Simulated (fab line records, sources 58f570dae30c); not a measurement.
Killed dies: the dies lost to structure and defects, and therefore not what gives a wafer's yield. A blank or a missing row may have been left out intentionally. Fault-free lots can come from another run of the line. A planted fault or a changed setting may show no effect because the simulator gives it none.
Chamber matching	flow berkeley-cmos170	UCB170_ACTIVE_ETCH_15 on rie-diel-01 has 4 sister chambers
The step etches Si3N4 in CH3F/Ar/O2, stops on SiO2, target depth 242 nm, time 151 s. 4 wafers are shown with their chamber, then 7 later ones without.

## WAFERS WITH THEIR CHAMBER
wafer	chamber	throttle-valve-pct (%)
L595.2	0	8.10
L595.4	1	8.15
L600.3	2	8.23
L600.4	3	8.09

## WAFERS MISSING THEIR CHAMBER
wafer	throttle-valve-pct (%)
L600.5	8.10
L603.1	8.07
L603.4	8.24
L603.5	8.24
L605.3	8.08
L605.4	8.25
L605.6	8.10

## WHICH CHAMBER EACH ONE RAN IN
wafer	from the rows above	in truth
L600.5	can't be placed: 0 or 3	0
L603.1	can't be placed: 3 or 0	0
L603.4	2	2
L603.5	2	2
L605.3	can't be placed: 3 or 0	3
L605.4	2	2
L605.6	can't be placed: 0 or 3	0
Correctly placed: 3 of 7. From these rows, 4 cannot be placed; in 4 the true chamber is one of the candidates. 0 placed wrongly.
How it was worked out, from the rows above alone: a wafer's distance from a chamber is the root of the sum, over the readings, of the square of ((its reading less the chamber's mean) divided by the reading's scatter). The wafer belongs to the nearest chamber; if the next one is less than 2 further off, it can't be placed. Each chamber's mean is taken over the wafers shown for it. The scatter: with one shown wafer a chamber, the root of the mean of the squares of how far each hidden wafer lies from its nearest shown one.
